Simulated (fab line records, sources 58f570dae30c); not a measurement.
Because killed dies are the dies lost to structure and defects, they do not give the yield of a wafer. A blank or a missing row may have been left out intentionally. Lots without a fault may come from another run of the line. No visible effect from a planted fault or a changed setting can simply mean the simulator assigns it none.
Which tool did it? || flow berkeley_cmos170 || at 1 step of a route of 331, 14 lots with 40 wafers sampled

## WHAT EACH GAUGE READ, for each wafer
Not one reading of a measure or inspect step in the record can be checked against a usual standard deviation.

## EACH LOT AND THE TOOL THAT RAN IT (in order: tool; ch and the chambers of the sampled wafers; start)
{"lot": "L361", "UCB170_PLDD_HMDS_00": "litho_track-03 ch 0, day 8 11:05"}
{"lot": "L360", "UCB170_PLDD_HMDS_00": "litho_track-02 ch 0, day 8 11:14"}
{"lot": "L362", "UCB170_PLDD_HMDS_00": "litho_track-01 ch 0, day 8 11:28"}
{"lot": "L363", "UCB170_PLDD_HMDS_00": "litho_track-02 ch 0, day 8 11:43"}
{"lot": "L365", "UCB170_PLDD_HMDS_00": "litho_track-03 ch 0, day 8 19:53"}
{"lot": "L366", "UCB170_PLDD_HMDS_00": "litho_track-02 ch 0, day 8 20:11"}
{"lot": "L364", "UCB170_PLDD_HMDS_00": "litho_track-02 ch 0, day 8 20:35"}
{"lot": "L367", "UCB170_PLDD_HMDS_00": "litho_track-03 ch 0, day 9 04:08"}
{"lot": "L369", "UCB170_PLDD_HMDS_00": "litho_track-02 ch 0, day 9 12:29"}
{"lot": "L371", "UCB170_PLDD_HMDS_00": "litho_track-02 ch 0, day 10 05:04"}
{"lot": "L378", "UCB170_PLDD_HMDS_00": "litho_track-02 ch 0, day 11 09:50"}
{"lot": "L376", "UCB170_PLDD_HMDS_00": "litho_track-02 ch 0, day 11 10:13"}
{"lot": "L381", "UCB170_PLDD_HMDS_00": "litho_track-01 ch 0, day 12 01:27"}
{"lot": "L380", "UCB170_PLDD_HMDS_00": "litho_track-01 ch 0, day 13 07:58"}
- UCB170_PLDD_HMDS_00: prime time 60 s.

## AS READ BY THE TOOLS THEMSELVES (means over the sampled wafers that have a number; for cases with no such wafer, the mark the record gives instead)
UCB170_PLDD_HMDS_00. Usual: 100.01 C for prime_temp_c, sd 0.14.
{"lot": "L361", "tool": "litho_track-03", "prime_temp_c (C)": 100.08, "flag": ""}
{"lot": "L360", "tool": "litho_track-02", "prime_temp_c (C)": 99.89, "flag": ""}
{"lot": "L362", "tool": "litho_track-01", "prime_temp_c (C)": 100.08, "flag": ""}
{"lot": "L363", "tool": "litho_track-02", "prime_temp_c (C)": 99.99, "flag": ""}
{"lot": "L365", "tool": "litho_track-03", "prime_temp_c (C)": 100.17, "flag": ""}
{"lot": "L366", "tool": "litho_track-02", "prime_temp_c (C)": 99.81, "flag": ""}
{"lot": "L364", "tool": "litho_track-02", "prime_temp_c (C)": 100.19, "flag": ""}
{"lot": "L367", "tool": "litho_track-03", "prime_temp_c (C)": 99.96, "flag": ""}
{"lot": "L369", "tool": "litho_track-02", "prime_temp_c (C)": 100.09, "flag": ""}
{"lot": "L371", "tool": "litho_track-02", "prime_temp_c (C)": 100.13, "flag": ""}
{"lot": "L378", "tool": "litho_track-02", "prime_temp_c (C)": 100.64, "flag": "OFF"}
{"lot": "L376", "tool": "litho_track-02", "prime_temp_c (C)": 100.81, "flag": "OFF"}
{"lot": "L381", "tool": "litho_track-01", "prime_temp_c (C)": 99.98, "flag": ""}
{"lot": "L380", "tool": "litho_track-01", "prime_temp_c (C)": 100.06, "flag": ""}

## THE ANSWER, worked out from the rows above alone
Rule: a lot counts as off when the mean over its wafers that have a number is more than 3 standard deviations away from the usual mean. A lot without any number at a reading at which 4 lots or more have one is off too. All remaining lots with rows at the step are treated as sound. After the gauges, taken in route order, come the tools' own readings; for these a lot's mean is taken, as printed above. The first step at which some lot is off is used, and at that step the reading that is off furthest; a lot without a number counts as furthest.
Off, at UCB170_PLDD_HMDS_00 on prime_temp_c: L378, L376.
A tool fits if, at that step or a process step before it, it ran every lot that is off, and no sound lot after the first of them. One candidate fits, namely litho_track-02 at UCB170_PLDD_HMDS_00. A fault onset in the window from L371 (day 10 05:04, its last sound lot) to L378 (day 11 09:50, its first lot off) fits.
The tool's own readings at UCB170_PLDD_HMDS_00 bear it out: on the lots that are off they differ by more than 5 times the standard deviation of the sound lots' means. prime_temp_c reads 100.72 C there against 100.04 C on the sound lots.

## WHAT THE SIMULATOR PUT IN
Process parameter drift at UCB170_PLDD_HMDS_00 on litho_track-02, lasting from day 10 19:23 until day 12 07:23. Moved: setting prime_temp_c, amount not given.
Lots struck among those shown: L378, L376. The same result came from the rule above.
